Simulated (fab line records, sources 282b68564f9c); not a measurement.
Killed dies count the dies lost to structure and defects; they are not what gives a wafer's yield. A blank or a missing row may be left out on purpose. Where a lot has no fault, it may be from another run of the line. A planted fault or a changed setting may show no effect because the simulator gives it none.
Comparing a struck lot with a sound one :: flow ritCmos :: 15 out of 202 route steps
Sound: the wafers L166.2, L166.3, L166.5. Wafers struck: L176.3, L176.4, L176.5. Last of all comes the cause.
Per side, at each step with rows, come the tool, then ch with its chambers, and then its first start. Under that, the readings that differ: sound wafers :: struck wafers :: difference of the means :: sigmas: that difference in standard deviations of wafers without a fault.
alike: readings with means less than 2 such deviations apart, plus words and numbers identical on both sides. not compared: withheld readings, readings lacking a value on some wafer, bounds such as >300 that could conceal the same value, and numbers that have no deviation in the record and whose values overlap.
The two part at a step that has a row with sigmas, a row that says differs or no value, or rows on one side only. Non-overlapping numbers with no deviation appear without sigmas and do not part them. A reading missing from all wafers of one side parts the sides only when that side holds two or more wafers.

RIT_M1_THK_MEAS_02: measures by xrf.
  sound on filmMetro-01, day 3 17:53; struck on filmMetro-01, day 5 17:49
  alike: M1_AL_THK
then, 6 steps without rows for these wafers: RIT_M1_HMDS_03 (prime time 60 s); RIT_M1_COAT_04 (resist thk 1300 nm); RIT_M1_SOFTBAKE_05 (time 60 s); RIT_M1_EXPOSE_06 (exposes mask M12, target cd 2600 nm); RIT_M1_PEB_07; RIT_M1_DEVELOP_08 (develop time 68 s).
RIT_M1_CD_MEAS_09 targets a cd of 2600 nm.
  sound on cdSem-01, day 3 18:58; struck on cdSem-02, day 5 18:46
  alike: cdNm
RIT_M1_OVL_MEAS_10:
  sound on overlay-02, day 3 19:05; struck on overlay-02, day 5 18:52
  alike: M1_OVL
then, 1 step without rows for these wafers: RIT_M1_HARDBAKE_11 (time 120 s).
RIT_M1_METAL_ETCH_12: etches Al in Cl2/BCl3, stops on SiO2, time 165 s, target depth 600 nm.
  sound on rieMetal-02 ch 1, day 3 19:22; struck on rieMetal-04 ch 0,1, day 5 19:11
reading: drypumpMotorCurrentA (A)
sound: 5.0 5.0 5.0
struck: 6.0 6.1 6.1
difference: +1.1
sigmas: +2
  alike: oesProductAu, throttleValvePct
  not compared: rfHoursCounterH
then, 1 step without rows for these wafers: RIT_M1_STRIP_13 (strips in nmp, time 600 s).
RIT_M1_STRIP_14: strips in O2, time 180 s.
  sound on plasmaAsher-02 ch 0,1, day 3 19:41; struck on plasmaAsher-03 ch 0,1, day 5 19:32
  no value came back on the struck wafers for chamberPressureMTorr (mTorr), drypumpMotorCurrentA (A), timeS (s); on the sound wafers chamberPressureMTorr (mTorr) reads 4004 3991 4002
  not compared: rfHoursCounterH
RIT_M1_CD_MEAS_90 targets a cd of 2600 nm.
  sound on cdSem-01, day 3 19:53; struck on cdSem-02, day 5 19:42
  alike: cdNm
RIT_M1_PROBE_99:
  sound on prober-01, day 3 22:53; struck on prober-02, day 5 21:30
  alike: defectLimitedYield, killedAtContacts, killedAtFrontEnd, killedDies, killedOpen, killedShort, sort_bin_3_pad_short, sort_bin_5_function, sort_bin_6_memory, sortNPass, sortYieldPct

== WHERE THEY PART ==
Last at RIT_M1_STRIP_14 as far as this record goes, first at RIT_M1_METAL_ETCH_12. Later steps at which nothing parts them and some readings are alike: RIT_M1_CD_MEAS_90, RIT_M1_PROBE_99.

WHY: what had been put in by the simulator
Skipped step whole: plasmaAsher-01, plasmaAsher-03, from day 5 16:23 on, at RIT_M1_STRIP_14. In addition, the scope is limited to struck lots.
